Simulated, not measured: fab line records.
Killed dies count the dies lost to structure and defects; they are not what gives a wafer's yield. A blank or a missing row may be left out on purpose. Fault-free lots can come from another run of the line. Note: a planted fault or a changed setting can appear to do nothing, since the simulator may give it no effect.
fab line records + flow berkeleyCmos170
record
- lots=14
- wafers=42
- lastDay=12
route steps=331 shown GATE@129 PSD@185 SILICIDE@213
lots untouched by any fault: they come from a run of this same line in which no faults occurred
startH: hours from the record's first day to the start of the lot's first wafer shown + waitH: hours since the lot's step before + " repeats the value in the row above + L1.1+2: several wafers, shown together as one row + - no value present, or no start provided + * or withheld: withheld + < > ~ a bound
route shown NAME@n: names a module that has steps shown in the file, with the first one's number in the route + usual: mean and standard deviation over wafers with no fault + same: alike in all rows + chamber/n: place in a boat + sites: per-site readings + _std_site: how widely they spread, as a standard deviation + _edge_site: the outer-site mean with the inner-site mean subtracted + radiusMm: how far each site lies from the wafer's centre + mask NAME#n: copy n + behind: the most recent tool/chamber to have shaped the wafer + hold: cause of the lot's hold/its duration in hours/its outcome + device: transistor that didn't switch, given as n, p or np + end of line: the route-end tests of the same wafers + where a step has no rows: the recipe by itself + killed: dies that structure and defects cost at the first sort, which is not the same as the wafer's yield + map: a wafer's dies, x killed, . not, _ none there
set.NAME: the setting as run; set.NAME@STEP: as run at that earlier step + model.NAME: the simulator's own value behind a step, which no gauge read
a sample of lots followed through the steps of the route, with each step as a table and each wafer as a row
services: a tool's chamber out of use, with start hour (startH, from the record's first day; less than 0 if before it), hours out, and reason
## steps
# step UCB170_GATE_ANNEAL_03
# recipe
- tempC=900
- timeS=1800
- ambient=N2
# usual
- spikeTcCentreC=904.1/2.4
- spikeTcLoadC=925.9/1.2
- timeS=1800/0
- zonePowerLoadPct=24.3/2.8
- zonePowerSourcePct=26/3.3
| lot.wafer | tool       | chamber | startH | waitH | spikeTcCentreC | spikeTcLoadC | timeS | zonePowerLoadPct | zonePowerSourcePct |
|-----------|------------|---------|--------|-------|----------------|--------------|-------|------------------|--------------------|
| L716.2    | furnace-04 | 0       | 140.08 | 4.2   | 906.6          | 926.3        | 1800  | 21.5             | 23                 |
| L716.4    | "          | 0       | "      | "     | 905.4          | 924.7        | 1800  | 21.4             | 23                 |
| L716.6    | "          | 0       | "      | "     | 905.1          | 924.2        | 1800  | 22.1             | 24                 |
| L719.1    | furnace-04 | 0       | 140.08 | 4.1   | 906.7          | 925.4        | 1800  | 21.7             | 23                 |
| L719.3    | "          | 0       | "      | "     | 904.4          | 925.0        | 1800  | 21.9             | 24                 |
| L719.5    | "          | 0       | "      | "     | 905.6          | 926.9        | 1800  | 21.4             | 23                 |
| L720.3    | furnace-04 | 0       | 140.08 | 4.2   | 906.8          | 924.9        | 1800  | 21.8             | 23                 |
| L720.5    | "          | 0       | "      | "     | 908.1          | 926.5        | 1800  | 21.7             | 23                 |
| L720.6    | "          | 0       | "      | "     | 904.9          | 924.5        | 1800  | 21.5             | 23                 |
| L721.1    | furnace-04 | -       | 164.94 | 3.0   | -              | -            | -     | -                | -                  |
| L721.3    | "          | -       | "      | "     | -              | -            | -     | -                | -                  |
| L721.5    | "          | -       | "      | "     | -              | -            | -     | -                | -                  |
| L722.2    | furnace-04 | -       | 164.94 | 2.9   | -              | -            | -     | -                | -                  |
| L722.5    | "          | -       | "      | "     | -              | -            | -     | -                | -                  |
| L722.6    | "          | -       | "      | "     | -              | -            | -     | -                | -                  |
| L723.2    | furnace-04 | 0       | 173.69 | 1.6   | 906.1          | 924.3        | 1800  | 21.5             | 24                 |
| L723.3    | "          | 0       | "      | "     | 904.3          | 927.3        | 1800  | 21.7             | 23                 |
| L723.6    | "          | 0       | "      | "     | 905.8          | 926.9        | 1800  | 21.8             | 23                 |
| L725.2    | furnace-04 | 0       | 173.69 | 1.6   | 906.2          | 926.2        | 1800  | 21.9             | 24                 |
| L725.4    | "          | 0       | "      | "     | 907.2          | 927.8        | 1800  | 21.4             | 23                 |
| L725.5    | "          | 0       | "      | "     | 907.0          | 924.9        | 1800  | 21.6             | 23                 |
| L732.1    | furnace-02 | 0       | 207.33 | 4.9   | 901.9          | 927.6        | 1800  | 26.1             | 31                 |
| L732.4    | "          | 0       | "      | "     | 903.9          | 926.1        | 1800  | 25.9             | 31                 |
| L732.5    | "          | 0       | "      | "     | 902.7          | 926.6        | 1800  | 26.2             | 30                 |
| L733.3    | furnace-01 | 0       | 225.57 | 4.2   | 900.3          | 925.2        | 1800  | 27.9             | 27                 |
| L733.4    | "          | 0       | "      | "     | 903.5          | 925.0        | 1800  | 28.5             | 28                 |
| L733.5    | "          | 0       | "      | "     | 899.9          | 925.7        | 1800  | 28.1             | 27                 |
| L735.1    | furnace-01 | 0       | 225.57 | 4.2   | 898.3          | 925.5        | 1800  | 28.3             | 27                 |
| L735.2    | "          | 0       | "      | "     | 902.6          | 926.0        | 1800  | 28.3             | 27                 |
| L735.4    | "          | 0       | "      | "     | 900.0          | 925.1        | 1800  | 28.6             | 27                 |
| L736.3    | furnace-01 | 0       | 236.59 | 3.3   | 900.6          | 923.7        | 1800  | 28.2             | 27                 |
| L736.4    | "          | 0       | "      | "     | 900.1          | 925.7        | 1800  | 28.5             | 27                 |
| L736.6    | "          | 0       | "      | "     | 900.8          | 926.5        | 1800  | 28.4             | 28                 |
| L737.1    | furnace-01 | 0       | 236.59 | 3.3   | 901.1          | 925.1        | 1800  | 28.0             | 26                 |
| L737.4    | "          | 0       | "      | "     | 901.3          | 925.4        | 1800  | 28.1             | 27                 |
| L737.5    | "          | 0       | "      | "     | 900.7          | 923.4        | 1800  | 28.2             | 27                 |
| L738.2    | furnace-04 | 0       | 248.57 | 5.7   | 905.0          | 926.8        | 1800  | 21.4             | 23                 |
| L738.3    | "          | 0       | "      | "     | 907.4          | 925.5        | 1800  | 21.8             | 23                 |
| L738.5    | "          | 0       | "      | "     | 904.6          | 925.4        | 1800  | 21.6             | 23                 |
| L739.1    | furnace-04 | 0       | 248.57 | 5.7   | 905.5          | 923.7        | 1800  | 21.9             | 23                 |
| L739.4    | "          | 0       | "      | "     | 906.9          | 927.7        | 1800  | 21.7             | 23                 |
| L739.6    | "          | 0       | "      | "     | 907.1          | 925.7        | 1800  | 21.7             | 23                 |
# step UCB170_GATE_STRIP_16
# recipe
- chemistry=O2
- powerW=400
- pressureMtorr=3500
- platenTempC=withheld
- o2FlowSccm=400
- overashFraction=0.5
# usual
- drypumpMotorCurrentA=5.7/0.67
- oesProductAu=0.724/0.0045
| lot.wafer | tool           | chamber | startH | waitH | drypumpMotorCurrentA | oesProductAu | rfHoursCounterH |
|-----------|----------------|---------|--------|-------|----------------------|--------------|-----------------|
| L720.3    | plasmaAsher-03 | 0       | 144.82 | 0.1   | 5.0                  | 0.724        | -               |
| L720.5    | "              | 1       | "      | "     | 6.1                  | 0.728        | -               |
| L720.6    | "              | 0       | "      | "     | 5.0                  | 0.721        | -               |
| L716.2    | plasmaAsher-04 | 0       | 144.91 | 0.0   | 6.7                  | 0.723        | 3               |
| L716.4    | "              | 0       | "      | "     | 6.7                  | 0.727        | -               |
| L716.6    | "              | 1       | "      | "     | 6.1                  | 0.731        | -               |
| L719.1    | plasmaAsher-01 | 0       | 145.26 | 0.0   | 4.7                  | 0.723        | 35              |
| L719.3    | "              | 0       | "      | "     | 4.8                  | 0.722        | -               |
| L719.5    | "              | 1       | "      | "     | 5.5                  | 0.729        | -               |
| L722.2    | plasmaAsher-04 | 1       | 168.99 | 0.0   | 6.1                  | 0.724        | 6               |
| L722.5    | "              | 1       | "      | "     | 6.0                  | 0.718        | -               |
| L722.6    | "              | 0       | "      | "     | 6.7                  | 0.725        | -               |
| L721.1    | plasmaAsher-01 | 0       | 169.23 | 0.0   | 4.7                  | 0.726        | 39              |
| L721.3    | "              | 1       | "      | "     | 5.5                  | 0.713        | -               |
| L721.5    | "              | 1       | "      | "     | 5.5                  | 0.727        | -               |
| L723.2    | plasmaAsher-03 | 1       | 179.71 | 0.0   | 6.1                  | 0.722        | 47              |
| L723.3    | "              | 1       | "      | "     | 6.1                  | 0.723        | -               |
| L723.6    | "              | 1       | "      | "     | 6.1                  | 0.728        | -               |
| L725.2    | plasmaAsher-04 | 1       | 179.88 | 0.0   | 6.0                  | 0.727        | 8               |
| L725.4    | "              | 0       | "      | "     | 6.7                  | 0.721        | -               |
| L725.5    | "              | 1       | "      | "     | 6.1                  | 0.723        | -               |
| L732.1    | plasmaAsher-01 | 0       | 212.17 | 0.0   | 4.8                  | 0.727        | 44              |
| L732.4    | "              | 0       | "      | "     | 4.8                  | 0.730        | -               |
| L732.5    | "              | 1       | "      | "     | 5.5                  | 0.726        | -               |
| L733.3    | plasmaAsher-04 | 1       | 231.23 | 0.1   | 6.0                  | 0.725        | -               |
| L733.4    | "              | 0       | "      | "     | 6.6                  | 0.722        | -               |
| L733.5    | "              | 0       | "      | "     | 6.7                  | 0.725        | -               |
| L735.1    | plasmaAsher-01 | 0       | 231.32 | 0.0   | 4.7                  | 0.724        | 46              |
| L735.2    | "              | 1       | "      | "     | 5.5                  | 0.728        | 46              |
| L735.4    | "              | 0       | "      | "     | 4.8                  | 0.722        | -               |
| L737.1    | plasmaAsher-01 | 1       | 240.89 | 0.0   | 5.5                  | 0.725        | 47              |
| L737.4    | "              | 1       | "      | "     | 5.5                  | 0.726        | -               |
| L737.5    | "              | 0       | "      | "     | 4.8                  | 0.733        | -               |
| L736.3    | plasmaAsher-03 | 0       | 241.19 | 0.1   | 5.0                  | 0.725        | -               |
| L736.4    | "              | 1       | "      | "     | 6.1                  | 0.725        | -               |
| L736.6    | "              | 0       | "      | "     | 5.0                  | 0.720        | -               |
| L739.1    | plasmaAsher-01 | 1       | 252.62 | 0.0   | 5.5                  | 0.725        | 48              |
| L739.4    | "              | 0       | "      | "     | 4.7                  | 0.724        | -               |
| L739.6    | "              | 0       | "      | "     | 4.7                  | 0.727        | -               |
| L738.2    | plasmaAsher-03 | 0       | 252.86 | 0.0   | 5.0                  | 0.722        | 55              |
| L738.3    | "              | 1       | "      | "     | 6.1                  | 0.721        | -               |
| L738.5    | "              | 0       | "      | "     | 5.0                  | 0.717        | -               |
# step UCB170_PSD_TW_MEAS_10
# usual
- PSD_TW=2339/15
| lot.wafer | tool         | chamber | startH | waitH | PSD_TW |
|-----------|--------------|---------|--------|-------|--------|
| L720.3    | filmMetro-04 | -       | 157.48 | 0.2   | 2352   |
| L720.5    | "            | -       | "      | "     | 2347   |
| L720.6    | "            | -       | "      | "     | 2354   |
| L716.2    | filmMetro-01 | -       | 157.52 | 0.1   | 2337   |
| L716.4    | "            | -       | "      | "     | 2336   |
| L716.6    | "            | -       | "      | "     | 2340   |
| L719.1    | filmMetro-04 | -       | 159.40 | 0.1   | 2357   |
| L719.3    | "            | -       | "      | "     | 2360   |
| L719.5    | "            | -       | "      | "     | 2349   |
| L723.2    | filmMetro-03 | -       | 194.59 | 0.1   | 2326   |
| L723.3    | "            | -       | "      | "     | 2330   |
| L723.6    | "            | -       | "      | "     | 2333   |
| L725.2    | filmMetro-03 | -       | 195.59 | 0.1   | 2330   |
| L725.4    | "            | -       | "      | "     | 2318   |
| L725.5    | "            | -       | "      | "     | 2321   |
| L732.1    | filmMetro-03 | -       | 226.62 | 0.1   | 2317   |
| L732.4    | "            | -       | "      | "     | 2322   |
| L732.5    | "            | -       | "      | "     | 2307   |
| L733.3    | filmMetro-04 | -       | 243.51 | 0.1   | 2358   |
| L733.4    | "            | -       | "      | "     | 2351   |
| L733.5    | "            | -       | "      | "     | 2362   |
| L735.1    | filmMetro-04 | -       | 243.85 | 0.1   | 2338   |
| L735.2    | "            | -       | "      | "     | 2351   |
| L735.4    | "            | -       | "      | "     | 2350   |
| L737.1    | filmMetro-04 | -       | 255.27 | 0.1   | 2367   |
| L737.4    | "            | -       | "      | "     | 2357   |
| L737.5    | "            | -       | "      | "     | 2359   |
| L736.3    | filmMetro-01 | -       | 255.62 | 0.1   | 2326   |
| L736.4    | "            | -       | "      | "     | 2334   |
| L736.6    | "            | -       | "      | "     | 2345   |
| L739.1    | filmMetro-01 | -       | 266.24 | 0.1   | 2341   |
| L739.4    | "            | -       | "      | "     | 2328   |
| L739.6    | "            | -       | "      | "     | 2339   |
| L738.2    | filmMetro-04 | -       | 266.52 | 0.1   | 2336   |
| L738.3    | "            | -       | "      | "     | 2337   |
| L738.5    | "            | -       | "      | "     | 2339   |
# step UCB170_SILICIDE_THK_MEAS_03
# recipe
- thkMeasGauge=xrf
- reads=Ti_of_SILICIDE_SPUTTER_01
# usual
- SILICIDE_TI_THK=29.9/0.36
| lot.wafer | tool         | chamber | startH | waitH | SILICIDE_TI_THK[nm] |
|-----------|--------------|---------|--------|-------|---------------------|
| L720.3    | filmMetro-02 | -       | 162.87 | 0.1   | 30.2                |
| L720.5    | "            | -       | "      | "     | 29.9                |
| L720.6    | "            | -       | "      | "     | 30.1                |
| L716.2    | filmMetro-04 | -       | 163.55 | 0.1   | 29.8                |
| L716.4    | "            | -       | "      | "     | 29.6                |
| L716.6    | "            | -       | "      | "     | 29.9                |
| L719.1    | filmMetro-02 | -       | 164.17 | 0.1   | 29.5                |
| L719.3    | "            | -       | "      | "     | 29.6                |
| L719.5    | "            | -       | "      | "     | 29.0                |
| L723.2    | filmMetro-04 | -       | 198.79 | 0.1   | 29.1                |
| L723.3    | "            | -       | "      | "     | 29.2                |
| L723.6    | "            | -       | "      | "     | 29.2                |
| L725.2    | filmMetro-02 | -       | 198.99 | 0.1   | 30.2                |
| L725.4    | "            | -       | "      | "     | 30.3                |
| L725.5    | "            | -       | "      | "     | 30.0                |
| L732.1    | filmMetro-04 | -       | 229.89 | 0.1   | 29.5                |
| L732.4    | "            | -       | "      | "     | 29.4                |
| L732.5    | "            | -       | "      | "     | 29.6                |
| L733.3    | filmMetro-02 | -       | 247.28 | 0.1   | 30.2                |
| L733.4    | "            | -       | "      | "     | 29.9                |
| L733.5    | "            | -       | "      | "     | 30.2                |
| L735.1    | filmMetro-04 | -       | 248.30 | 0.1   | 29.7                |
| L735.2    | "            | -       | "      | "     | 29.9                |
| L735.4    | "            | -       | "      | "     | 30.0                |
| L737.1    | filmMetro-01 | -       | 258.58 | 0.1   | 30.5                |
| L737.4    | "            | -       | "      | "     | 30.4                |
| L737.5    | "            | -       | "      | "     | 30.3                |
| L736.3    | filmMetro-04 | -       | 259.15 | 0.1   | 29.9                |
| L736.4    | "            | -       | "      | "     | 29.6                |
| L736.6    | "            | -       | "      | "     | 29.3                |
| L739.1    | filmMetro-02 | -       | 272.68 | 0.1   | 30.3                |
| L739.4    | "            | -       | "      | "     | 30.4                |
| L739.6    | "            | -       | "      | "     | 30.5                |
| L738.2    | filmMetro-02 | -       | 272.98 | 0.1   | 30.4                |
| L738.3    | "            | -       | "      | "     | 30.0                |
| L738.5    | "            | -       | "      | "     | 30.3                |
## services
| tool           | chamber | startH | hours | kind   |
|----------------|---------|--------|-------|--------|
| plasmaAsher-04 | 0       | 117.75 | -     | clean  |
| plasmaAsher-04 | 1       | 117.75 | -     | clean  |
| plasmaAsher-04 | -       | 140.02 | 2.8   | pm     |
| furnace-01     | -       | 144.55 | 3.1   | pm     |
| plasmaAsher-01 | -       | 157.65 | 0.6   | repair |
| furnace-04     | -       | 201.16 | 3.3   | pm     |
| furnace-04     | -       | 244.24 | 4.3   | pm     |
| plasmaAsher-03 | -       | 247.36 | 0.5   | repair |
## key
firstSign
- step=UCB170_GATE_ANNEAL_03
- reading=toolRecord
- direction=missing
effect none on later readings
metAt UCB170_GATE_ANNEAL_03
struckLots L721,L722
laterRowsLeftOut L721.1,L721.3,L721.5,L722.2,L722.5,L722.6
sortLeftOut L721.1,L721.3,L721.5,L722.2,L722.5,L722.6
testerLeftOut L721,L722
notActingAt UCB170_GATE_STRIP_16,UCB170_PSD_TW_MEAS_10,UCB170_SILICIDE_THK_MEAS_03
onsetBetween 140.08 164.94
fault
- kind=skippedStepWhole
- tool=furnace-04
- chamber=-
- onsetH=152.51
- steps=UCB170_GATE_ANNEAL_03
- scope=struckLotsOnly
# testerLeftOut: of these lots the tester's yield and bins aren't shown, on N5 and GAA mostly nor the transistor test; their killed dies are dies lost to structure and defects alone, not to doping, threshold or leakage, so they don't give the yield
# sortLeftOut: the simulated sort isn't trusted on such a fault, so these wafers' sort isn't shown, and their yield isn't known
# laterRowsLeftOut: the simulator's readings of these wafers behind a module that went badly wrong aren't trusted and aren't shown, but for the sort
